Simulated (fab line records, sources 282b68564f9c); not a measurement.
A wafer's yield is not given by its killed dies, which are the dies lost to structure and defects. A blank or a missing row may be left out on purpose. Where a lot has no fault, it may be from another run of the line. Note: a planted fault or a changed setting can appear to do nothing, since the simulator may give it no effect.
A struck lot beside a sound one | flow rit cmos | 15 out of 202 route steps
Sound: these wafers, L574.3, L574.4, L574.5. Struck: wafers L582.1, L582.5, L582.6. The cause comes at the end.
For every step that has rows: the tool of each side, followed by ch and its chambers, followed by its first start. Under that, the readings that differ: sound wafers | struck wafers | difference of the means | sigmas: that difference in standard deviations of wafers without a fault.
alike: same words and numbers on both sides, and readings whose means sit less than 2 such deviations apart. not compared: any withheld reading, any reading some wafer has no value for, any bound like >300 that may hide the same value, and any number with overlapping values for which the record gives no deviation.
The two part at a step that has a row with sigmas, a row that says differs or no value, or rows on one side only. Non-overlapping numbers with no deviation appear without sigmas and do not part them. A reading that every wafer of one side lacks parts them only if that side has two wafers or more.

first, 1 step without rows for these wafers: RIT_SDANNEAL_CLEAN_02 (cleans in SC2, time 600 s).
RIT_SDANNEAL_RTA_03: time 5 s.
  sound on rtp anneal-02 ch 0, day 3 12:16; struck on rtp anneal-02 ch 0, day 4 20:30
  alike: wafer_temp_C_max
RIT_SDANNEAL_RS_MEAS_04: measurement is done with a four-point probe.
  struck on film metro-03, day 4 20:34; sound on film metro-03, day 3 12:21
  alike: PSD_RS
RIT_SDANNEAL_RS_MEAS_05: measurement is done with a four-point probe.
  struck on film metro-03, day 4 20:41; sound on film metro-03, day 3 12:28
  alike: NSD_RS
RIT_SDANNEAL_RS_MEAS_06: measurement is done with a four-point probe.
  struck on film metro-03, day 4 20:48; sound on film metro-03, day 3 12:35
  alike: PLDD_RS
RIT_SDANNEAL_RS_MEAS_07: measurement is done with a four-point probe.
  struck on film metro-03, day 4 20:55; sound on film metro-03, day 3 12:43
  alike: NLDD_RS
then, 1 step without rows for these wafers: RIT_SILICIDE_WET_ETCH_00 (etches SiO2 in BOE, target depth 14 nm, time 15 s).
RIT_SILICIDE_SPUTTER_01: material Ti, target thk 30 nm, time 240 s.
  struck on pvd sputter-01, day 4 21:04; sound on pvd sputter-01, day 3 12:48
  alike: throttle valve pct
RIT_SILICIDE_RS_MEAS_02: measurement is done with a four-point probe.
  struck on film metro-01, day 4 21:13; sound on film metro-02, day 3 12:59
  alike: SILICIDE_TI_RS
RIT_SILICIDE_THK_MEAS_03: measures by xrf.
  struck on film metro-01, day 4 21:20; sound on film metro-02, day 3 13:05
  alike: SILICIDE_TI_THK
RIT_SILICIDE_RTA_04: time 10 s, ramp up 5 s, ramp down 5 s.
  sound on rtp anneal-01 ch 0, day 3 13:09; struck on rtp anneal-01 ch 0, day 4 21:23
  alike: wafer_temp_C_max
then, 1 step without rows for these wafers: RIT_SILICIDE_WET_ETCH_05 (etches Ti in SPM, time 120 s).
RIT_SILICIDE_RTA_06: time 10 s, ramp up 5 s, ramp down 10 s.
  sound on rtp anneal-02 ch 0, day 3 13:16; struck on rtp anneal-02 ch 0, day 4 21:29
  reading          | sound             | struck            | difference | sigmas
  wafer_temp_C_max | 751.6 753.0 752.3 | 693.7 692.3 692.3 | -59.5      | -93
RIT_CONTACT_CVD_00: deposits SiO2 from TEOS, target thk 400 nm, time 61 s.
  sound on pecvd-04 ch 0,1,2, day 3 13:19; struck on pecvd-01 ch 0,1, day 4 21:34
  alike: heater power w
RIT_M1_PROBE_99:
  struck on prober-02, day 5 04:03; sound on prober-01, day 3 19:55
  alike: killed at front end, killed dies, killed open, killed short

WHERE THEY PART
Only at RIT_SILICIDE_RTA_06, within this record. Later steps at which nothing parts them and some readings are alike: RIT_CONTACT_CVD_00, RIT_M1_PROBE_99.

WHY: the cause the simulator had injected
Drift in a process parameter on rtp anneal-02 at RIT_SILICIDE_RTA_06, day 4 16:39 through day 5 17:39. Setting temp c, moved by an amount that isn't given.
